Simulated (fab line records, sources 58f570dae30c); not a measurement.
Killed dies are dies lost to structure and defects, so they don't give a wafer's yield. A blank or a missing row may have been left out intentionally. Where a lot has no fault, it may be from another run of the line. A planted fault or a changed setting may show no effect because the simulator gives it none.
Check of tool commonality + flow berkeley cmos170 + 42 wafers sampled across 14 lots

REASON FOR OPENING
2 of 14 lots carry a flag on the reading GATE_OXIDE_THK at UCB170_GATE_THK_MEAS_02. Wafers without a fault read 6.56 nm, standard deviation 0.11.
Rule: flag the lot when none of its wafers has a number, or when each of its wafers that has one lies beyond 4 standard deviations from that mean. All remaining lots are regarded as sound.

| lot  | measured     | on            | GATE_OXIDE_THK (nm), wafer by wafer | flag    |
|------|--------------|---------------|-------------------------------------|---------|
| L965 | day 6 05:42  | film metro-01 | 6.43 6.49 6.60                      |         |
| L964 | day 6 05:43  | film metro-03 | 6.54 6.43 6.64                      |         |
| L971 | day 7 09:05  | film metro-03 | 6.58 6.45 6.54                      |         |
| L970 | day 7 12:10  | film metro-02 | 10.86 10.79 10.77                   | FLAGGED |
| L972 | day 7 14:38  | film metro-02 | 10.85 11.00 10.60                   | FLAGGED |
| L976 | day 8 21:29  | film metro-03 | 6.63 6.60 6.64                      |         |
| L977 | day 8 21:31  | film metro-01 | 6.57 6.56 6.62                      |         |
| L980 | day 9 10:11  | film metro-03 | 6.62 6.54 6.65                      |         |
| L982 | day 9 18:47  | film metro-03 | 6.65 6.62 6.45                      |         |
| L983 | day 9 18:49  | film metro-01 | 6.50 6.56 6.44                      |         |
| L984 | day 9 18:49  | film metro-02 | 6.62 6.58 6.50                      |         |
| L985 | day 10 08:08 | film metro-03 | 6.75 6.74 6.75                      |         |
| L986 | day 10 08:08 | film metro-01 | 6.58 6.75 6.52                      |         |
| L987 | day 10 12:22 | film metro-01 | 6.69 6.67 6.69                      |         |
On average the flagged lots' numbers are 10.81 nm, which is +4.25 nm against the usual, or +39 standard deviations.

LOT BY LOT: THE TOOL USED
The record keeps 1 process step preceding the reading, out of 331 steps on the route. Read each cell as the tool, then ch plus the chambers that the sampled wafers visited, then the start.
| lot  | flag    | UCB170_GATE_OXIDATION_01                                      |
|------|---------|---------------------------------------------------------------|
| L965 |         | furnace-03 ch 0, day 6 04:12                                  |
| L964 |         | furnace-03 ch 0, day 6 04:12                                  |
| L971 |         | furnace-01 ch 0, day 7 07:34                                  |
| L970 | FLAGGED | furnace-01 ch 0, day 7 07:34                                  |
| L972 | FLAGGED | furnace-01 ch 0, day 7 10:34 and furnace-03 ch 0, day 7 13:07 |
| L976 |         | furnace-03 ch 0, day 8 19:57                                  |
| L977 |         | furnace-03 ch 0, day 8 19:57                                  |
| L980 |         | furnace-04 ch 0, day 9 08:41                                  |
| L982 |         | furnace-04 ch 0, day 9 17:17                                  |
| L983 |         | furnace-04 ch 0, day 9 17:17                                  |
| L984 |         | furnace-04 ch 0, day 9 17:17                                  |
| L985 |         | furnace-01 ch 0, day 10 06:37                                 |
| L986 |         | furnace-01 ch 0, day 10 06:37                                 |
| L987 |         | furnace-01 ch 0, day 10 10:52                                 |
What the steps here do:
- UCB170_GATE_OXIDATION_01: target thk 6.6 nm, ox time 1800 s.
- UCB170_GATE_THK_MEAS_02

FLAGGED OVER TOTAL, TOOL BY TOOL (the gauges that took the reading come last)
| step                     | tool          | lots run | flagged | share of the flagged lots | sound lots run after its first flagged lot |
|--------------------------|---------------|----------|---------|---------------------------|--------------------------------------------|
| UCB170_GATE_OXIDATION_01 | furnace-01    | 6        | 2       | all                       | 3 (L985,L986,L987)                         |
| UCB170_GATE_OXIDATION_01 | furnace-03    | 5        | 1       | some                      | 2 (L976,L977)                              |
| UCB170_GATE_OXIDATION_01 | furnace-04    | 4        | 0       | none                      | -                                          |
| UCB170_GATE_THK_MEAS_02  | film metro-01 | 5        | 0       | none                      | -                                          |
| UCB170_GATE_THK_MEAS_02  | film metro-02 | 3        | 2       | all                       | 1 (L984)                                   |
| UCB170_GATE_THK_MEAS_02  | film metro-03 | 6        | 0       | none                      | -                                          |

WHAT THE TABLE ALLOWS
furnace-01 at UCB170_GATE_OXIDATION_01 and film metro-02 at UCB170_GATE_THK_MEAS_02 are the 2 rows of the table that ran each flagged lot.
- furnace-01 at UCB170_GATE_OXIDATION_01: 2 of its 6 lots flagged. Sound lots ran on it after the first flagged one (L985, L986, L987), which a lasting fault on the whole tool wouldn't allow.
- film metro-02 at UCB170_GATE_THK_MEAS_02: 2 of its 3 lots flagged. Sound lots ran on it after the first flagged one (L984), which a lasting fault on the whole tool wouldn't allow.
Every row of the table either missed a flagged lot or ran a sound lot after the first.

WHAT THE SIMULATOR HAD PUT IN
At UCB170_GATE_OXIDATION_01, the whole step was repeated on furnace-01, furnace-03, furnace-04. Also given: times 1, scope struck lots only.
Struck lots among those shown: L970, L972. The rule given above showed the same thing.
